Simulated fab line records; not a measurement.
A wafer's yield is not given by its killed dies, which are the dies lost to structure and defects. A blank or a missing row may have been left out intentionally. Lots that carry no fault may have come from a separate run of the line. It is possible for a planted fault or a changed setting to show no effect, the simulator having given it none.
A lot that was struck, set against a sound lot ; flow rit_cmos ; 43 out of 202 route steps
Sound: the wafers L106.2, L106.4, L106.5. Struck: wafers L116.2, L116.5, L116.6. At the end, the cause is stated.
Per side, at each step with rows, come the tool, then ch with its chambers, and then its first start. Under that, the readings that differ: sound wafers ; struck wafers ; difference of the means ; sigmas: that difference in standard deviations of wafers without a fault.
alike: a reading whose means differ by less than 2 such deviations, as well as words and numbers matching on both sides. not compared: withheld readings; readings where some wafer has no value; bounds like >300 that might hide an equal value; numbers whose values overlap and for which the record gives no deviation.
Wherever a step has rows on one side only, a row that says differs or no value, or a row with sigmas, the two part there. Non-overlapping numbers with no deviation appear without sigmas and do not part them. Lack of a reading on every wafer of one side parts them only where that side has two or more wafers.

first, 1 step without rows for these wafers: RIT_NLDD_IMPLANT_08.
RIT_NLDD_STRIP_09: strips in O2, time 180 s.
  sound on plasma_asher-03 ch 1, day 3 05:14; struck on plasma_asher-04 ch 0,1, day 5 04:18
  alike: drypump_motor_current_A
  not compared: rf_hours_counter_h
RIT_NLDD_TW_MEAS_10:
  struck on film_metro-02, day 5 04:29; sound on film_metro-02, day 3 05:26
  alike: NLDD_TW
then, 6 steps without rows for these wafers: RIT_PLDD_HMDS_00 (prime time 60 s); RIT_PLDD_COAT_01 (resist thk 1000 nm); RIT_PLDD_SOFTBAKE_02 (time 60 s); RIT_PLDD_EXPOSE_03 (exposes mask M8, target cd 40900 nm); RIT_PLDD_PEB_04; RIT_PLDD_DEVELOP_05 (develop time 50 s).
RIT_PLDD_OVL_MEAS_06:
  struck on overlay-02, day 5 05:31; sound on overlay-02, day 3 06:20
  alike: PLDD_OVL
then, 2 steps without rows for these wafers: RIT_PLDD_HARDBAKE_07 (time 60 s); RIT_PLDD_IMPLANT_08.
RIT_PLDD_STRIP_09: strips in O2, time 180 s.
  sound on plasma_asher-01 ch 0,1, day 3 06:40; struck on plasma_asher-01 ch 0,1, day 5 05:51
  alike: drypump_motor_current_A
  not compared: rf_hours_counter_h
RIT_PLDD_TW_MEAS_10:
  struck on film_metro-01, day 5 06:02; sound on film_metro-04, day 3 06:51
  alike: PLDD_TW
then, 4 steps without rows for these wafers: RIT_SPACER_CLEAN_00 (cleans in SC1, time 600 s); RIT_SPACER_CLEAN_01 (cleans in dHF, time 30 s); RIT_SPACER_CLEAN_02 (cleans in SC2, time 600 s); RIT_SPACER_CVD_03 (deposits Si3N4 from SiH2Cl2/NH3, target thk 250 nm, time 3232 s).
RIT_SPACER_THK_MEAS_04:
  struck on film_metro-03, day 5 09:20; sound on film_metro-02, day 3 10:32
  alike: SPACER_NITRIDE_THK
RIT_SPACER_ETCHBACK_05: etches Si3N4 in SF6/CHF3, stops on SiO2, target depth 250 nm, time 240 s.
  sound on rie_diel-02 ch 0,1,2, day 3 10:35; struck on rie_diel-02 ch 0,1,3, day 5 09:23
  alike: drypump_motor_current_A, oes_product_au, throttle_valve_pct
  not compared: rf_hours_counter_h
then, 6 steps without rows for these wafers: RIT_NSD_HMDS_00 (prime time 60 s); RIT_NSD_COAT_01 (resist thk 1000 nm); RIT_NSD_SOFTBAKE_02 (time 60 s); RIT_NSD_EXPOSE_03 (exposes mask M9, target cd 40700 nm); RIT_NSD_PEB_04; RIT_NSD_DEVELOP_05 (develop time 50 s).
RIT_NSD_OVL_MEAS_06:
  struck on overlay-02, day 5 10:23; sound on overlay-02, day 3 11:35
  alike: NSD_OVL
then, 2 steps without rows for these wafers: RIT_NSD_HARDBAKE_07 (time 60 s); RIT_NSD_IMPLANT_08.
RIT_NSD_STRIP_09: strips in O2, time 180 s.
  sound on plasma_asher-03 ch 0,1, day 3 11:55; struck on plasma_asher-03 ch 0,1, day 5 10:43
  alike: drypump_motor_current_A
  not compared: rf_hours_counter_h
RIT_NSD_TW_MEAS_10:
  struck on film_metro-02, day 5 10:54; sound on film_metro-04, day 3 12:06
reading;sound;struck;difference;sigmas
NSD_TW;3154 3149 3131;3090 3078 3099;-56;-2
then, 6 steps without rows for these wafers: RIT_PSD_HMDS_00 (prime time 60 s); RIT_PSD_COAT_01 (resist thk 1000 nm); RIT_PSD_SOFTBAKE_02 (time 60 s); RIT_PSD_EXPOSE_03 (exposes mask M10, target cd 40900 nm); RIT_PSD_PEB_04; RIT_PSD_DEVELOP_05 (develop time 50 s).
RIT_PSD_OVL_MEAS_06:
  struck on overlay-02, day 5 11:49; sound on overlay-01, day 3 13:01
  alike: PSD_OVL
then, 2 steps without rows for these wafers: RIT_PSD_HARDBAKE_07 (time 60 s); RIT_PSD_IMPLANT_08.
RIT_PSD_STRIP_09: strips in O2, time 180 s.
  sound on plasma_asher-02 ch 0,1, day 3 13:20; struck on plasma_asher-04 ch 0,1, day 5 12:17
  alike: drypump_motor_current_A
  not compared: rf_hours_counter_h
RIT_PSD_TW_MEAS_10:
  struck on film_metro-02, day 5 12:28; sound on film_metro-01, day 3 13:31
  alike: PSD_TW
RIT_M1_PROBE_99:
  struck on prober-01, day 5 20:45; sound on prober-02, day 3 23:09
reading;sound;struck;difference;sigmas
killed_at_front_end;6 12 12;31 31 23;+18;+6
killed_dies;6 13 12;31 31 23;+18;+6
killed_on_rim;3 2 3;5 7 8;+4;+3
  alike: killed_at_contacts, killed_open, killed_short

== WHERE THEY PART ==
First at RIT_NSD_TW_MEAS_10; last, within this record, at RIT_M1_PROBE_99.

WHY: what had been put in by the simulator
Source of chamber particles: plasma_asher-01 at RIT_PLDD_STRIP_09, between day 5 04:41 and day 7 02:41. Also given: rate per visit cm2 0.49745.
